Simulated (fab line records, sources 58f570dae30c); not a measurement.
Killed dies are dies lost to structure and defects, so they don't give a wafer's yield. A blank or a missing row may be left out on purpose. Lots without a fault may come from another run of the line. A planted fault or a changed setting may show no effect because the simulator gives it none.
fab line records | flow berkeley_cmos170
record lots=5 wafers=15 last_day=11
route steps=331 shown PLDD@147 NLDD@158 SPACER@171 PSD@175
lots that met no fault: from a run of the same line without faults
start_h: hours from the record's first day to the start of the lot's first wafer shown | wait_h: hours since the lot's step before | " the same as in the row above | L1.1+2: a row that stands for several wafers | - no value, or no start given | * or withheld: withheld | < > ~ a bound
route shown NAME@n: a module of which the file shows steps, and the number in the route of the first | usual: mean/standard deviation of fault-free wafers | same: alike in all rows | chamber/n: place in a boat | sites: the reading at each site | _std_site: their standard deviation | _edge_site: outer sites' mean less inner sites' | radius_mm: how far each site lies from the wafer's centre | mask NAME#n: copy n | behind: the tool/chamber that last shaped the wafer | hold: why the lot was held/for how many hours/how that ended | device: the transistor (n, p or np) that didn't switch | end of line: the same wafers' tests at the end of the route | a step without rows: its recipe alone | killed: dies lost to structure and defects at the first sort, not the wafer's yield | map: a wafer's dies, x killed, . not, _ none there
set.NAME: the setting as run; set.NAME@STEP: as run at that earlier step | model.NAME: the simulator's own value behind a step, which no gauge read
lots at some steps of the route; a table a step, a row a wafer
services: from which hour (start_h, from the record's first day; less than 0 if before it) a tool's chamber was out of use, for how many hours, and why
## steps
# step UCB170_PLDD_SOFTBAKE_02
# recipe resist=KrF temp_c=130 time_s=60
# usual resist_line_temp_C=23.01/0.11
# columns lot.wafer tool chamber start_h wait_h resist_line_temp_C
L082.2 litho_track-01 0 152.72 0.1 22.96
L082.5 " 0 " " 23.03
L082.6 " 0 " " 23.16
L086.1 litho_track-01 0 180.59 0.1 23.23
L086.4 " 0 " " 23.36
L086.5 " 0 " " 23.42
L090.1 litho_track-02 0 198.64 0.1 23.05
L090.3 " 0 " " 23.09
L090.5 " 0 " " 23.03
L093.1 litho_track-01 0 222.28 0.1 23.03
L093.3 " 0 " " 22.98
L093.5 " 0 " " 22.87
L094.2 litho_track-02 0 222.54 0.1 23.01
L094.3 " 0 " " 23.08
L094.6 " 0 " " 22.90
# step UCB170_PLDD_EXPOSE_03
# recipe mask_id=PSELECT na=0.5 sigma_outer=0.6 source_shape=conventional target_cd_nm=1200 dose_mj=30
# columns lot.wafer tool chamber start_h wait_h mask
L082.2+5+6 krf_scanner-01 0 152.86 0.1 PSELECT#0
L086.1+4+5 krf_scanner-02 0 180.74 0.1 PSELECT#0
L090.1+3+5 krf_scanner-01 0 198.93 0.3 PSELECT#0
L093.1+3+5 krf_scanner-01 0 222.43 0.1 PSELECT#0
L094.2+3+6 krf_scanner-01 0 222.69 0.1 PSELECT#0
# step UCB170_PLDD_PEB_04
# recipe peb_temp_c=130 peb_time_s=withheld resist=KrF
# usual resist_line_temp_C=23.00/0.11
# columns lot.wafer tool chamber start_h wait_h resist_line_temp_C
L082.2 litho_track-02 0 153.18 0.3 23.04
L082.5 " 0 " " 22.90
L082.6 " 0 " " 23.10
L086.1 litho_track-02 0 181.27 0.5 22.92
L086.4 " 0 " " 23.03
L086.5 " 0 " " 22.86
L090.1 litho_track-03 0 199.13 0.2 22.89
L090.3 " 0 " " 22.85
L090.5 " 0 " " 22.88
L093.1 litho_track-03 0 222.86 0.4 23.02
L093.3 " 0 " " 22.98
L093.5 " 0 " " 23.15
L094.2 litho_track-01 0 222.90 0.2 22.87
L094.3 " 0 " " 22.94
L094.6 " 0 " " 22.82
# step UCB170_PLDD_DEVELOP_05
# recipe developer=TMAH develop_time_s=45 resist=KrF dev_temp_c=21
# usual resist_line_temp_C=23.00/0.11
# columns lot.wafer tool chamber start_h wait_h resist_line_temp_C
L082.2 litho_track-02 0 - - 23.12
L082.5 " 0 " " 23.06
L082.6 " 0 " " 23.01
L086.1 litho_track-02 0 - - 22.91
L086.4 " 0 " " 22.93
L086.5 " 0 " " 22.94
L090.1 litho_track-03 0 - - 23.04
L090.3 " 0 " " 22.92
L090.5 " 0 " " 22.92
L093.1 litho_track-03 0 - - 22.86
L093.3 " 0 " " 23.13
L093.5 " 0 " " 23.07
L094.2 litho_track-01 0 - - 22.97
L094.3 " 0 " " 22.98
L094.6 " 0 " " 23.06
# step UCB170_PLDD_CD_MEAS_06
# recipe target_cd_nm=1200
# usual cd_nm=1199.6/1.3
# columns lot.wafer tool chamber start_h wait_h cd_nm
L082.2 cd_sem-01 - 153.45 - 1199.7
L082.5 " - " " 1200.4
L082.6 " - " " 1201.0
L086.1 cd_sem-02 - 181.54 - 1199.4
L086.4 " - " " 1199.6
L086.5 " - " " 1199.1
L090.1 cd_sem-02 - 199.41 - 1200.1
L090.3 " - " " 1200.2
L090.5 " - " " 1200.5
L093.1 cd_sem-01 - 223.13 - 1200.4
L093.3 " - " " 1198.8
L093.5 " - " " 1199.9
L094.2 cd_sem-02 - 223.17 - 1200.1
L094.3 " - " " 1200.1
L094.6 " - " " 1201.3
# step UCB170_PLDD_OVL_MEAS_07
# usual PLDD_OVL=3/4.9
# columns lot.wafer tool chamber start_h wait_h PLDD_OVL[nm]
L082.2 overlay-02 - 153.56 0.1 9
L082.5 " - " " -2
L082.6 " - " " 8
L086.1 overlay-02 - 181.66 0.1 7
L086.4 " - " " 5
L086.5 " - " " 0
L090.1 overlay-02 - 199.53 0.1 -2
L090.3 " - " " -1
L090.5 " - " " 3
L093.1 overlay-02 - 223.25 0.1 1
L093.3 " - " " 4
L093.5 " - " " 2
L094.2 overlay-02 - 223.29 0.1 8
L094.3 " - " " 2
L094.6 " - " " 5
# step UCB170_PLDD_IMPLANT_08
# recipe species=BF2 dose_cm2=5e+13 energy_kev=10 tilt_deg=7 rotation_deg=0
# usual faraday_current_uA=159/3.2
# columns lot.wafer tool chamber start_h wait_h faraday_current_uA
L082.2 implanter-04 0 153.62 0.0 161
L082.5 " 0 " " 157
L082.6 " 0 " " 157
L086.1 implanter-03 0 181.70 0.0 156
L086.4 " 0 " " 157
L086.5 " 0 " " 161
L090.1 implanter-01 0 199.56 0.0 164
L090.3 " 0 " " 164
L090.5 " 0 " " 155
L093.1 implanter-01 0 223.29 0.0 163
L093.3 " 0 " " 157
L093.5 " 0 " " 152
L094.2 implanter-03 0 223.35 0.0 158
L094.3 " 0 " " 161
L094.6 " 0 " " 154
# step UCB170_PLDD_IMPLANT_09
# recipe species=BF2 dose_cm2=5e+13 energy_kev=10 tilt_deg=7 rotation_deg=180
# usual faraday_current_uA=158/3.1
# columns lot.wafer tool chamber start_h wait_h faraday_current_uA
L082.2 implanter-04 0 153.77 0.1 156
L082.5 " 0 " " 158
L082.6 " 0 " " 162
L086.1 implanter-03 0 181.85 0.1 158
L086.4 " 0 " " 155
L086.5 " 0 " " 161
L090.1 implanter-01 0 199.71 0.1 159
L090.3 " 0 " " 159
L090.5 " 0 " " 166
L093.1 implanter-01 0 223.44 0.1 150
L093.3 " 0 " " 158
L093.5 " 0 " " 162
L094.2 implanter-03 0 223.50 0.1 158
L094.3 " 0 " " 155
L094.6 " 0 " " 159
# step UCB170_PLDD_STRIP_10
# recipe chemistry=O2 power_w=400 pressure_mtorr=3500 platen_temp_c=withheld o2_flow_sccm=400 overash_fraction=0.5
# usual drypump_motor_current_A=5.63/0.22 oes_product_au=0.735/0.0044 strip_time_to_endpoint_s=21.67/0.06
# columns lot.wafer tool chamber start_h wait_h drypump_motor_current_A oes_product_au rf_hours_counter_h strip_time_to_endpoint_s
L082.2 plasma_asher-03 0 153.89 0.1 5.62 0.736 40 21.61
L082.5 " 1 " " 5.56 0.737 - 21.63
L082.6 " 0 " " 5.61 0.735 - 21.62
L086.1 plasma_asher-03 1 182.00 0.1 5.49 0.734 43 21.74
L086.4 " 0 " " 5.62 0.731 - 21.68
L086.5 " 1 " " 5.54 0.733 - 21.64
L090.1 plasma_asher-01 0 199.86 0.1 5.64 0.737 10 21.66
L090.3 " 1 " " 5.60 0.733 - 21.66
L090.5 " 0 " " 5.65 0.735 - 21.67
L093.1 plasma_asher-03 0 223.59 0.1 5.58 0.736 47 21.72
L093.3 " 0 " " 5.59 0.746 - 21.65
L093.5 " 0 " " 5.60 0.731 - 21.66
L094.2 plasma_asher-01 0 223.63 0.1 5.69 0.733 12 21.64
L094.3 " 1 " " 5.60 0.726 - 21.60
L094.6 " 0 " " 5.65 0.731 - 21.65
# step UCB170_PLDD_TW_MEAS_11
# usual PLDD_TW=1007/8.5
# columns lot.wafer tool chamber start_h wait_h PLDD_TW
L082.2 film_metro-01 - 154.00 0.1 1006
L082.5 " - " " 1003
L082.6 " - " " 1009
L086.1 film_metro-04 - 182.10 0.1 1017
L086.4 " - " " 1016
L086.5 " - " " 1017
L090.1 film_metro-03 - 199.96 0.1 994
L090.3 " - " " 1000
L090.5 " - " " 1002
L093.1 film_metro-03 - 223.69 0.1 1001
L093.3 " - " " 995
L093.5 " - " " 993
L094.2 film_metro-01 - 223.74 0.1 1013
L094.3 " - " " 1016
L094.6 " - " " 1017
# step UCB170_PLDD_CLEAN_12
# recipe chemistry=SPM temp_c=120 time_s=600
# columns lot.wafer tool chamber start_h wait_h
L082.2+5+6 wet_bench-02 2 154.05 0.0
L086.1+4+5 wet_bench-04 2 182.28 0.2
L090.1+3+5 wet_bench-04 3 200.02 0.1
L093.1+3+5 wet_bench-01 3 223.75 0.1
L094.2+3+6 wet_bench-04 2 223.79 0.0
# step UCB170_NLDD_HMDS_00
# recipe prime_time_s=60 prime_temp_c=100
# usual resist_line_temp_C=23.00/0.1
# columns lot.wafer tool chamber start_h wait_h resist_line_temp_C
L082.2 litho_track-01 0 154.49 0.3 22.99
L082.5 " 0 " " 22.93
L082.6 " 0 " " 22.88
L086.1 litho_track-01 0 182.82 0.4 23.08
L086.4 " 0 " " 23.09
L086.5 " 0 " " 23.11
L090.1 litho_track-01 0 200.60 0.4 22.91
L090.3 " 0 " " 22.93
L090.5 " 0 " " 23.01
L093.1 litho_track-04 0 223.92 0.0 22.96
L093.3 " 0 " " 22.89
L093.5 " 0 " " 22.78
L094.2 litho_track-01 0 223.99 0.0 22.94
L094.3 " 0 " " 22.86
L094.6 " 0 " " 22.86
# step UCB170_NLDD_COAT_01
# recipe resist=KrF spin_rpm=1500 resist_thk_nm=900
# usual resist_line_temp_C=23.01/0.12
# columns lot.wafer tool chamber start_h wait_h resist_line_temp_C
L082.2 litho_track-01 0 154.64 0.1 23.03
L082.5 " 0 " " 23.04
L082.6 " 0 " " 23.12
L086.1 litho_track-01 0 182.97 0.1 23.12
L086.4 " 0 " " 23.09
L086.5 " 0 " " 22.88
L090.1 litho_track-01 0 200.75 0.1 23.11
L090.3 " 0 " " 22.91
L090.5 " 0 " " 23.08
L093.1 litho_track-04 0 224.07 0.1 22.87
L093.3 " 0 " " 23.02
L093.5 " 0 " " 23.14
L094.2 litho_track-01 0 224.14 0.1 23.11
L094.3 " 0 " " 22.96
L094.6 " 0 " " 23.10
# step UCB170_NLDD_SOFTBAKE_02
# recipe resist=KrF temp_c=130 time_s=60
# usual resist_line_temp_C=22.97/0.11
# columns lot.wafer tool chamber start_h wait_h resist_line_temp_C
L082.2 litho_track-01 0 154.79 0.1 22.70
L082.5 " 0 " " 22.91
L082.6 " 0 " " 22.92
L086.1 litho_track-01 0 183.12 0.1 22.82
L086.4 " 0 " " 22.84
L086.5 " 0 " " 22.91
L090.1 litho_track-01 0 200.90 0.1 23.03
L090.3 " 0 " " 23.06
L090.5 " 0 " " 23.07
L093.1 litho_track-04 0 224.22 0.1 22.97
L093.3 " 0 " " 22.94
L093.5 " 0 " " 22.96
L094.2 litho_track-01 0 224.29 0.1 23.01
L094.3 " 0 " " 22.87
L094.6 " 0 " " 23.02
# step UCB170_NLDD_EXPOSE_03
# recipe mask_id=NSELECT na=0.5 sigma_outer=0.6 source_shape=conventional target_cd_nm=1200 dose_mj=30
# columns lot.wafer tool chamber start_h wait_h mask
L082.2+5+6 krf_scanner-01 0 154.94 0.1 NSELECT#0
L086.1+4+5 krf_scanner-01 0 183.27 0.1 NSELECT#0
L090.1+3+5 krf_scanner-01 0 201.05 0.1 NSELECT#0
L093.1+3+5 krf_scanner-01 0 224.50 0.2 NSELECT#0
L094.2+3+6 krf_scanner-02 0 224.76 0.4 NSELECT#0
# step UCB170_NLDD_PEB_04
# recipe peb_temp_c=130 peb_time_s=withheld resist=KrF
# usual resist_line_temp_C=23.01/0.11
# columns lot.wafer tool chamber start_h wait_h resist_line_temp_C
L082.2 litho_track-04 0 155.06 0.1 22.98
L082.5 " 0 " " 22.91
L082.6 " 0 " " 23.00
L086.1 litho_track-01 0 183.54 0.3 23.13
L086.4 " 0 " " 23.03
L086.5 " 0 " " 23.15
L090.1 litho_track-01 0 201.32 0.3 23.22
L090.3 " 0 " " 23.08
L090.5 " 0 " " 23.07
L093.1 litho_track-02 0 224.61 0.1 23.01
L093.3 " 0 " " 23.13
L093.5 " 0 " " 23.07
L094.2 litho_track-04 0 224.88 0.1 23.03
L094.3 " 0 " " 23.06
L094.6 " 0 " " 22.87
# step UCB170_NLDD_DEVELOP_05
# recipe developer=TMAH develop_time_s=45 resist=KrF dev_temp_c=21
# usual resist_line_temp_C=23.04/0.1
# columns lot.wafer tool chamber start_h wait_h resist_line_temp_C
L082.2 litho_track-04 0 - - 22.95
L082.5 " 0 " " 23.02
L082.6 " 0 " " 23.07
L086.1 litho_track-01 0 - - 23.09
L086.4 " 0 " " 23.01
L086.5 " 0 " " 23.07
L090.1 litho_track-01 0 - - 22.95
L090.3 " 0 " " 23.16
L090.5 " 0 " " 23.06
L093.1 litho_track-02 0 - - 23.11
L093.3 " 0 " " 22.84
L093.5 " 0 " " 23.06
L094.2 litho_track-04 0 - - 23.03
L094.3 " 0 " " 23.10
L094.6 " 0 " " 23.10
# step UCB170_NLDD_CD_MEAS_06
# recipe target_cd_nm=1200
# usual cd_nm=1199.6/1.4
# columns lot.wafer tool chamber start_h wait_h cd_nm
L082.2 cd_sem-01 - 155.33 - 1197.4
L082.5 " - " " 1198.4
L082.6 " - " " 1198.5
L086.1 cd_sem-01 - 183.91 - 1199.7
L086.4 " - " " 1198.9
L086.5 " - " " 1199.3
L090.1 cd_sem-02 - 201.60 - 1201.0
L090.3 " - " " 1201.0
L090.5 " - " " 1201.2
L093.1 cd_sem-01 - 224.89 - 1201.0
L093.3 " - " " 1199.2
L093.5 " - " " 1200.7
L094.2 cd_sem-02 - 225.15 - 1199.6
L094.3 " - " " 1197.8
L094.6 " - " " 1200.7
# step UCB170_NLDD_OVL_MEAS_07
# usual NLDD_OVL=-3/4.6
# columns lot.wafer tool chamber start_h wait_h NLDD_OVL[nm]
L082.2 overlay-02 - 155.43 0.1 -5
L082.5 " - " " 2
L082.6 " - " " -2
L086.1 overlay-01 - 184.03 0.1 -12
L086.4 " - " " 0
L086.5 " - " " -9
L090.1 overlay-02 - 201.72 0.1 0
L090.3 " - " " 5
L090.5 " - " " 4
L093.1 overlay-02 - 225.01 0.1 -5
L093.3 " - " " -4
L093.5 " - " " -1
L094.2 overlay-02 - 225.26 0.1 0
L094.3 " - " " -8
L094.6 " - " " -10
# step UCB170_NLDD_IMPLANT_08
# recipe species=As dose_cm2=5e+13 energy_kev=30 tilt_deg=7 rotation_deg=0
# usual faraday_current_uA=158/3.3
# columns lot.wafer tool chamber start_h wait_h faraday_current_uA
L082.2 implanter-03 0 155.49 0.0 156
L082.5 " 0 " " 158
L082.6 " 0 " " 161
L086.1 implanter-03 0 184.07 0.0 162
L086.4 " 0 " " 163
L086.5 " 0 " " 155
L090.1 implanter-02 0 201.75 0.0 161
L090.3 " 0 " " 158
L090.5 " 0 " " 158
L093.1 implanter-01 0 225.04 0.0 153
L093.3 " 0 " " 160
L093.5 " 0 " " 164
L094.2 implanter-03 0 225.31 0.0 156
L094.3 " 0 " " 158
L094.6 " 0 " " 158
# step UCB170_NLDD_IMPLANT_09
# recipe species=As dose_cm2=5e+13 energy_kev=30 tilt_deg=7 rotation_deg=180
# usual faraday_current_uA=158/3.2
# columns lot.wafer tool chamber start_h wait_h faraday_current_uA
L082.2 implanter-03 0 155.64 0.1 151
L082.5 " 0 " " 160
L082.6 " 0 " " 159
L086.1 implanter-03 0 184.22 0.1 158
L086.4 " 0 " " 155
L086.5 " 0 " " 156
L090.1 implanter-02 0 201.90 0.1 156
L090.3 " 0 " " 159
L090.5 " 0 " " 160
L093.1 implanter-01 0 225.19 0.1 161
L093.3 " 0 " " 157
L093.5 " 0 " " 159
L094.2 implanter-03 0 225.46 0.1 155
L094.3 " 0 " " 163
L094.6 " 0 " " 152
# step UCB170_NLDD_STRIP_10
# recipe chemistry=O2 power_w=400 pressure_mtorr=3500 platen_temp_c=withheld o2_flow_sccm=400 overash_fraction=0.5
# usual drypump_motor_current_A=5.6/0.32 oes_product_au=0.734/0.0046 strip_time_to_endpoint_s=21.68/0.063
# columns lot.wafer tool chamber start_h wait_h drypump_motor_current_A oes_product_au rf_hours_counter_h strip_time_to_endpoint_s
L082.2 plasma_asher-01 1 155.76 0.1 5.6 0.736 5 21.73
L082.5 " 0 " " 5.7 0.730 - 21.68
L082.6 " 1 " " 5.6 0.728 - 21.69
L086.1 plasma_asher-04 1 184.37 0.1 6.2 0.735 44 21.66
L086.4 " 1 " " 6.2 0.734 - 21.74
L086.5 " 1 " " 6.2 0.736 - 21.67
L090.1 plasma_asher-04 0 202.05 0.1 5.3 0.732 46 21.65
L090.3 " 1 " " 6.2 0.726 - 21.72
L090.5 " 1 " " 6.2 0.738 - 21.73
L093.1 plasma_asher-01 1 225.34 0.1 5.6 0.730 13 21.71
L093.3 " 1 " " 5.6 0.730 - 21.69
L093.5 " 1 " " 5.6 0.731 - 21.76
L094.2 plasma_asher-04 0 225.59 0.1 5.3 0.730 48 21.63
L094.3 " 0 " " 5.3 0.740 - 21.61
L094.6 " 0 " " 5.3 0.729 - 21.58
# step UCB170_NLDD_TW_MEAS_11
# usual NLDD_TW=2211/19
# columns lot.wafer tool chamber start_h wait_h NLDD_TW
L082.2 film_metro-03 - 155.87 0.1 2195
L082.5 " - " " 2182
L082.6 " - " " 2195
L086.1 film_metro-04 - 184.47 0.1 2228
L086.4 " - " " 2237
L086.5 " - " " 2219
L090.1 film_metro-03 - 202.15 0.1 2192
L090.3 " - " " 2199
L090.5 " - " " 2195
L093.1 film_metro-03 - 225.44 0.1 2192
L093.3 " - " " 2196
L093.5 " - " " 2177
L094.2 film_metro-04 - 225.70 0.1 2223
L094.3 " - " " 2232
L094.6 " - " " 2235
# step UCB170_NLDD_CLEAN_12
# recipe chemistry=SPM temp_c=120 time_s=600
# columns lot.wafer tool chamber start_h wait_h
L082.2+5+6 wet_bench-03 1 155.92 0.0
L086.1+4+5 wet_bench-04 1 184.81 0.3
L090.1+3+5 wet_bench-03 2 202.21 0.1
L093.1+3+5 wet_bench-04 2 225.50 0.1
L094.2+3+6 wet_bench-04 1 225.75 0.0
# step UCB170_SPACER_CVD_00
# recipe material=SiO2 target_thk_nm=376 temp_c=390 precursor=TEOS/O2 time_s=47 rf_w=550 pressure_mtorr=9000
# usual heater_power_w=246/66
# columns lot.wafer tool chamber start_h wait_h heater_power_w
L082.2 pecvd-01 0 156.10 0.0 266
L082.5 " 2 " " 312
L082.6 " 0 " " 284
L086.1 pecvd-01 2 184.98 0.0 309
L086.4 " 0 " " 291
L086.5 " 1 " " 254
L090.1 pecvd-01 0 202.39 0.0 268
L090.3 " 2 " " 306
L090.5 " 0 " " 283
L093.1 pecvd-03 2 225.68 0.0 241
L093.3 " 0 " " 316
L093.5 " 0 " " 314
L094.2 pecvd-04 1 225.92 0.0 229
L094.3 " 0 " " 398
L094.6 " 1 " " 237
# step UCB170_SPACER_THK_MEAS_01
# recipe reads=SiO2_of_SPACER_CVD_00
# usual SPACER_TEOS_THK=375/5
# columns lot.wafer tool chamber start_h wait_h SPACER_TEOS_THK[nm]
L082.2 film_metro-02 - 156.15 0.0 377
L082.5 " - " " 373
L082.6 " - " " 381
L086.1 film_metro-03 - 185.02 0.0 377
L086.4 " - " " 378
L086.5 " - " " 378
L090.1 film_metro-03 - 202.43 0.0 371
L090.3 " - " " 365
L090.5 " - " " 373
L093.1 film_metro-03 - 225.72 0.0 374
L093.3 " - " " 374
L093.5 " - " " 380
L094.2 film_metro-03 - 225.97 0.0 369
L094.3 " - " " 373
L094.6 " - " " 370
# step UCB170_SPACER_ANNEAL_02
# recipe temp_c=900 time_s=1800 ambient=N2
# columns lot.wafer tool chamber start_h wait_h
L082.2+5+6 furnace-02 0 158.92 2.8
L086.1+4+5 furnace-01 0 187.23 2.2
L090.1+3+5 furnace-03 0 204.87 2.4
L093.1+3+5 furnace-03 0 228.08 2.3
L094.2+3+6 furnace-03 0 228.08 2.1
# step UCB170_SPACER_ETCHBACK_03
# recipe stop_on=Si target=SiO2 chemistry=CHF3/CF4/Ar CHF3_flow_sccm=50 cf4_flow_sccm=10 Ar_flow_sccm=120 pressure_mtorr=200 rf_w=500 target_depth_a=3760 time_s=100
# usual CHF3_flow_sccm=50.00/0.15 drypump_motor_current_A=5.6/0.62 oes_product_au=0.897/0.014 throttle_valve_pct=6.44/0.11
# columns lot.wafer tool chamber start_h wait_h CHF3_flow_sccm drypump_motor_current_A oes_product_au rf_hours_counter_h throttle_valve_pct
L082.2 rie_diel-03 3 160.42 0.0 49.90 4.8 0.893 73 6.41
L082.5 " 0 " " 49.69 5.1 0.892 - 6.38
L082.6 " 3 " " 49.98 4.8 0.900 - 6.41
L086.1 rie_diel-03 2 188.73 0.0 50.01 6.3 0.913 52 6.58
L086.4 " 0 " " 50.22 5.1 0.899 - 6.38
L086.5 " 2 " " 49.81 6.3 0.899 - 6.60
L090.1 rie_diel-03 1 206.37 0.0 50.20 6.0 0.894 1 6.61
L090.3 " 3 " " 49.92 4.8 0.864 75 6.42
L090.5 " 1 " " 49.88 6.0 0.891 - 6.63
L093.1 rie_diel-01 0 229.58 0.0 50.05 5.3 0.895 23 6.37
L093.3 " 1 " " 50.14 6.7 0.910 11 6.38
L093.5 " 0 " " 50.35 5.3 0.891 - 6.38
L094.2 rie_diel-03 2 229.58 0.0 50.22 6.3 0.882 54 6.56
L094.3 " 0 " " 50.09 5.1 0.890 35 6.37
L094.6 " 3 " " 50.15 4.8 0.878 - 6.43
# step UCB170_PSD_HMDS_00
# recipe prime_time_s=60 prime_temp_c=100
# usual resist_line_temp_C=23.02/0.11
# columns lot.wafer tool chamber start_h wait_h resist_line_temp_C
L082.2 litho_track-03 0 160.91 0.4 22.86
L082.5 " 0 " " 23.08
L082.6 " 0 " " 23.02
L086.1 litho_track-04 0 189.20 0.4 23.02
L086.4 " 0 " " 23.10
L086.5 " 0 " " 22.92
L090.1 litho_track-02 0 206.44 0.0 23.09
L090.3 " 0 " " 23.19
L090.5 " 0 " " 23.13
L093.1 litho_track-03 0 230.17 0.6 23.00
L093.3 " 0 " " 23.12
L093.5 " 0 " " 23.17
L094.2 litho_track-02 0 230.44 0.8 22.83
L094.3 " 0 " " 22.86
L094.6 " 0 " " 23.02
# step UCB170_PSD_COAT_01
# recipe resist=KrF spin_rpm=1500 resist_thk_nm=900
# usual resist_line_temp_C=23.00/0.11
# columns lot.wafer tool chamber start_h wait_h resist_line_temp_C
L082.2 litho_track-03 0 161.06 0.1 23.07
L082.5 " 0 " " 23.14
L082.6 " 0 " " 23.04
L086.1 litho_track-04 0 189.35 0.1 23.13
L086.4 " 0 " " 23.23
L086.5 " 0 " " 23.16
L090.1 litho_track-02 0 206.59 0.1 23.05
L090.3 " 0 " " 23.04
L090.5 " 0 " " 23.12
L093.1 litho_track-03 0 230.32 0.1 22.88
L093.3 " 0 " " 23.05
L093.5 " 0 " " 22.97
L094.2 litho_track-02 0 230.59 0.1 23.08
L094.3 " 0 " " 22.97
L094.6 " 0 " " 23.12
# step UCB170_PSD_SOFTBAKE_02
# recipe resist=KrF temp_c=130 time_s=60
# usual resist_line_temp_C=23.01/0.11
# columns lot.wafer tool chamber start_h wait_h resist_line_temp_C
L082.2 litho_track-03 0 161.21 0.1 23.07
L082.5 " 0 " " 23.09
L082.6 " 0 " " 23.00
L086.1 litho_track-04 0 189.50 0.1 22.97
L086.4 " 0 " " 22.98
L086.5 " 0 " " 23.06
L090.1 litho_track-02 0 206.74 0.1 23.09
L090.3 " 0 " " 23.19
L090.5 " 0 " " 23.27
L093.1 litho_track-03 0 230.47 0.1 22.97
L093.3 " 0 " " 22.99
L093.5 " 0 " " 23.04
L094.2 litho_track-02 0 230.74 0.1 22.80
L094.3 " 0 " " 22.83
L094.6 " 0 " " 22.98
# step UCB170_PSD_EXPOSE_03
# recipe mask_id=PSELECT_MOD na=0.5 sigma_outer=0.6 source_shape=conventional target_cd_nm=1200 dose_mj=30
# columns lot.wafer tool chamber start_h wait_h mask
L082.2+5+6 krf_scanner-02 0 161.36 0.1 PSELECT_MOD#0
L086.1+4+5 krf_scanner-02 0 189.65 0.1 PSELECT_MOD#0
L090.1+3+5 krf_scanner-02 0 207.13 0.4 PSELECT_MOD#0
L093.1+3+5 krf_scanner-02 0 230.75 0.2 PSELECT_MOD#0
L094.2+3+6 krf_scanner-01 0 231.01 0.2 PSELECT_MOD#0
# step UCB170_PSD_PEB_04
# recipe peb_temp_c=130 peb_time_s=withheld resist=KrF
# usual resist_line_temp_C=22.99/0.11
# columns lot.wafer tool chamber start_h wait_h resist_line_temp_C
L082.2 litho_track-02 0 161.70 0.3 22.86
L082.5 " 0 " " 22.93
L082.6 " 0 " " 22.77
L086.1 litho_track-02 0 189.77 0.1 22.85
L086.4 " 0 " " 23.24
L086.5 " 0 " " 22.86
L090.1 litho_track-04 0 207.34 0.2 23.17
L090.3 " 0 " " 22.94
L090.5 " 0 " " 22.99
L093.1 litho_track-04 0 231.23 0.5 23.13
L093.3 " 0 " " 22.95
L093.5 " 0 " " 23.24
L094.2 litho_track-02 0 231.34 0.3 23.08
L094.3 " 0 " " 22.95
L094.6 " 0 " " 22.96
# step UCB170_PSD_DEVELOP_05
# recipe developer=TMAH develop_time_s=45 resist=KrF dev_temp_c=21
# usual resist_line_temp_C=23.00/0.094
# columns lot.wafer tool chamber start_h wait_h resist_line_temp_C
L082.2 litho_track-02 0 - - 22.94
L082.5 " 0 " " 22.99
L082.6 " 0 " " 23.06
L086.1 litho_track-02 0 - - 22.90
L086.4 " 0 " " 23.01
L086.5 " 0 " " 23.00
L090.1 litho_track-04 0 - - 23.12
L090.3 " 0 " " 23.13
L090.5 " 0 " " 22.92
L093.1 litho_track-04 0 - - 23.03
L093.3 " 0 " " 22.99
L093.5 " 0 " " 22.88
L094.2 litho_track-02 0 - - 22.68
L094.3 " 0 " " 22.66
L094.6 " 0 " " 22.83
# step UCB170_PSD_CD_MEAS_06
# recipe target_cd_nm=1200
# usual cd_nm=1200.3/1.4
# columns lot.wafer tool chamber start_h wait_h cd_nm
L082.2 cd_sem-02 - 161.97 - 1199.3
L082.5 " - " " 1199.3
L082.6 " - " " 1198.4
L086.1 cd_sem-01 - 190.04 - 1199.9
L086.4 " - " " 1199.9
L086.5 " - " " 1201.4
L090.1 cd_sem-02 - 207.61 - 1202.6
L090.3 " - " " 1202.3
L090.5 " - " " 1202.1
L093.1 cd_sem-01 - 231.50 - 1200.1
L093.3 " - " " 1201.3
L093.5 " - " " 1199.7
L094.2 cd_sem-02 - 231.61 - 1198.0
L094.3 " - " " 1196.7
L094.6 " - " " 1197.5
# step UCB170_PSD_OVL_MEAS_07
# usual PSD_OVL=1/5
# columns lot.wafer tool chamber start_h wait_h PSD_OVL[nm]
L082.2 overlay-01 - 162.08 0.1 7
L082.5 " - " " 5
L082.6 " - " " 0
L086.1 overlay-01 - 190.16 0.1 -1
L086.4 " - " " 3
L086.5 " - " " -2
L090.1 overlay-02 - 207.73 0.1 9
L090.3 " - " " 11
L090.5 " - " " 3
L093.1 overlay-02 - 231.62 0.1 2
L093.3 " - " " 5
L093.5 " - " " -4
L094.2 overlay-02 - 231.71 0.1 -7
L094.3 " - " " -9
L094.6 " - " " -3
# step UCB170_PSD_IMPLANT_08
# recipe species=B dose_cm2=3e+15 energy_kev=20 tilt_deg=7
# usual faraday_current_uA=9212/210
# columns lot.wafer tool chamber start_h wait_h faraday_current_uA
L082.2 implanter-01 0 162.13 0.0 9284
L082.5 " 0 " " 9411
L082.6 " 0 " " 9285
L086.1 implanter-04 0 190.20 0.0 8842
L086.4 " 0 " " 9452
L086.5 " 0 " " 9565
L090.1 implanter-01 0 207.77 0.0 9370
L090.3 " 0 " " 9112
L090.5 " 0 " " 9228
L093.1 implanter-02 0 231.66 0.0 9263
L093.3 " 0 " " 9121
L093.5 " 0 " " 9078
L094.2 implanter-01 0 231.77 0.0 9418
L094.3 " 0 " " 9522
L094.6 " 0 " " 9064
## services
# columns tool chamber start_h hours kind
pecvd-01 - 135.50 14.0 pm
pecvd-04 - 136.90 0.9 repair
implanter-04 - 140.37 2.6 repair
krf_scanner-01 - 141.64 1.3 pm
furnace-03 - 142.61 3.7 pm
krf_scanner-02 - 142.94 1.3 pm
krf_scanner-02 - 156.65 1.3 repair
krf_scanner-01 - 158.06 4.0 pm
furnace-01 - 158.16 3.4 pm
rie_diel-03 1 165.41 8.2 repair
rie_diel-03 0 167.75 7.6 repair
implanter-02 - 168.29 2.3 repair
krf_scanner-02 - 170.65 0.9 repair
krf_scanner-02 - 173.43 1.0 pm
rie_diel-03 1 175.39 - clean
rie_diel-03 1 175.39 19.2 scheduled_down
rie_diel-03 1 175.39 19.2 vent_cycle
plasma_asher-04 - 188.00 1.8 repair
furnace-01 - 188.73 2.4 pm
implanter-02 - 188.80 4.8 pm
implanter-04 - 190.85 27.6 pm
krf_scanner-01 - 216.54 1.0 pm
pecvd-01 - 225.31 4.3 pm
rie_diel-01 2 228.55 4.9 repair
## key
fault none
